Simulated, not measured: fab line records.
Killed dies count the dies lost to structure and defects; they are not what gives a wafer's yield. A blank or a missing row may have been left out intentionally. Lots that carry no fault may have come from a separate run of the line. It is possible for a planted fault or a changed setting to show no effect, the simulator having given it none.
Which of the tools did it?    flow rit_cmos    21 wafers from 7 lots sampled at 2 of the route's 202 steps

WHAT THE GAUGES SHOWED, per wafer
RIT_M1_CD_MEAS_90 targets a cd of 2600 nm.
lot   measured     on         cd_nm (nm)
L472  day 3 19:55  cd_sem-01  2598.5 2600.2 2600.4
L474  day 4 08:14  cd_sem-01  2602.6 2601.8 2597.4
L479  day 5 04:11  cd_sem-01  2553.7 2554.7 2553.6
L484  day 6 10:29  cd_sem-02  2601.4 2602.1 2602.3
L488  day 7 06:57  cd_sem-02  2594.8 2598.0 2601.6
L491  day 7 17:44  cd_sem-01  2603.4 2600.7 2600.5
L494  day 8 06:02  cd_sem-02  2602.4 2600.5 2603.0

TOOL THAT RAN EACH LOT (tool first, then ch and the chambers of the sampled wafers, then the start)
lot   RIT_M1_METAL_ETCH_12
L472  rie_metal-04 ch 0,1, day 3 19:25
L474  rie_metal-03 ch 0,1, day 4 07:36
L479  rie_metal-01 ch 0,1, day 5 03:41
L484  rie_metal-04 ch 0,1, day 6 09:58
L488  rie_metal-03 ch 0,1, day 7 06:27
L491  rie_metal-03 ch 0,1, day 7 17:13
L494  rie_metal-03 ch 1, day 8 05:28
- RIT_M1_METAL_ETCH_12: etches Al in Cl2/BCl3, stops on SiO2, time 165 s, target depth 600 nm.

THE ANSWER, worked out from the rows above alone
Rule: the lots themselves supply what counts as usual. The widest of any qualifying gaps counts: lots, ordered by their means at a reading, are off when they make up no more than a third of the lots, leave a main group of 4 or more, and stand apart from it by 3 or more times the standard deviation of that group's means. A main group whose means are all the same, to the digits that the tables above print for the reading, isn't used. Also off: a lot with no number at a reading for which 4 or more lots have one. All remaining lots with rows at the step are treated as sound.
Off: L479 (RIT_M1_CD_MEAS_90, cd_nm). The main group: mean 2600.6 nm, standard deviation 1.4.
If a tool, at a process step before that reading, ran all the lots that are off and no sound lot after the first of them, it fits. Those tools and the gauges at RIT_M1_CD_MEAS_90 are tried in the same way. One candidate fits, namely rie_metal-01 at RIT_M1_METAL_ETCH_12. It ran no sound lot before its first lot that is off in this sample, so the start can't be narrowed down.

WHAT HAD BEEN PUT IN BY THE SIMULATOR
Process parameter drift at RIT_M1_METAL_ETCH_12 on rie_metal-01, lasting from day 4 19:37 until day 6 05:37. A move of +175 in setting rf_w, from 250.
Shown lots that were struck: L479. The rule above found the same.
